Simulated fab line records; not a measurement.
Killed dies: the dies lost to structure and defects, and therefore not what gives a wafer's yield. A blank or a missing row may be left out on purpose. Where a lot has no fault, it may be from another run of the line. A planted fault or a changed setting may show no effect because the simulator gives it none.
Problem report, 8D (eight disciplines) form, completed by code | flow rit-cmos | the parts of the form that need people (team, actions taken, sign-off) are left out

== 1. WHAT WENT WRONG ==
GATE_POLY_THK at RIT_GATE_THK_MEAS_09 reads a mean of 260.2 nm on 3 wafers of 1 lot; wafers without a fault read 250.1 nm with a standard deviation of 2.3. Relative to the usual mean, that is a shift of +4.4 standard deviations.
First seen on wafer L427.2, day 6 18:59, on film-metro-02. The record holds 39 wafers of 13 lots with a number at this step. The rule behind "out" and "out of limits": a value lying over 4 standard deviations away from the usual mean. All remaining wafers that have a number are taken as sound.

== 2. WHAT IT IS; WHAT IT IS NOT ==
question                    | is                     | is not
which readings at this step | GATE_POLY_THK          | -
which lots                  | L427                   | L407, L409, L410, L411, L413, L414, L415, L416, L417, L418, L419, L422
which wafers of those lots  | all that have a number | -
read on which gauges        | film-metro-02          | film-metro-03, film-metro-04
when                        | from day 6 18:59       | up to then (36 sound wafers)

== 3. WHAT RULES OUT EACH SUSPECT ==
Counting: a tool at a process step up to the reading stays a suspect if it ran every lot that is out and no sound lot after the first of them.
- the gauge at RIT_GATE_THK_MEAS_09: kept. All the wafers that are out were read on film-metro-02, and no step on other tools shows them out.
- lpcvd-02 at RIT_GATE_CVD_08 (deposits poly-Si from SiH4, target thk 250 nm, time 2220 s): kept. It ran the lot that is out, L427 (day 6 17:22), and no sound lot after that; its last sound lot up to then is L422 (day 5 15:29).
What counting leaves: lpcvd-02 at RIT_GATE_CVD_08 and film-metro-02 at RIT_GATE_THK_MEAS_09.

== 4. THE CAUSE (what the simulator had put in) ==
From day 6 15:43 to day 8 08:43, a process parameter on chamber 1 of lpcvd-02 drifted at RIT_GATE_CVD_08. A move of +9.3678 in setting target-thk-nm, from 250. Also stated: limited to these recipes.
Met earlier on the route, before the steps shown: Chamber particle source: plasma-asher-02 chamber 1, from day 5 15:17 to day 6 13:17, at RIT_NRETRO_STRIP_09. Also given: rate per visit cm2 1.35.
2 suspects survive the count, and this tool is in that group.

== 5. THE CHAIN OF EFFECTS, in route order ==
Rows list readings where the struck wafers' mean (over those with a number) sits beyond 3 standard deviations from the usual. Scope: only readings with a usual standard deviation given in the record; hours: median across lots of the time from each lot's start at the first step in this table that gives one to its start at this step; sigmas: change in usual standard deviations.
hours | step                 | reading       | usual    | on struck wafers | change | sigmas
0     | RIT_GATE_THK_MEAS_09 | GATE_POLY_THK | 250.1 nm | 260.2            | +10.1  | +4.4

== 6. HOW IT WOULD HAVE BEEN CAUGHT EARLIER ==
The first out-of-limits reading at a measuring or inspecting step in this record came at day 6 18:59, 3 hours after the fault's start at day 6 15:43.
Tool readings at RIT_GATE_CVD_08 with a usual standard deviation given in the record: none out on any struck wafer, hence no alarm at a limit of 4 standard deviations on them.
Lots out: 1; all had begun RIT_GATE_CVD_08 on lpcvd-02 by day 6 18:59. None of them would have been spared by holding the tool at that moment.
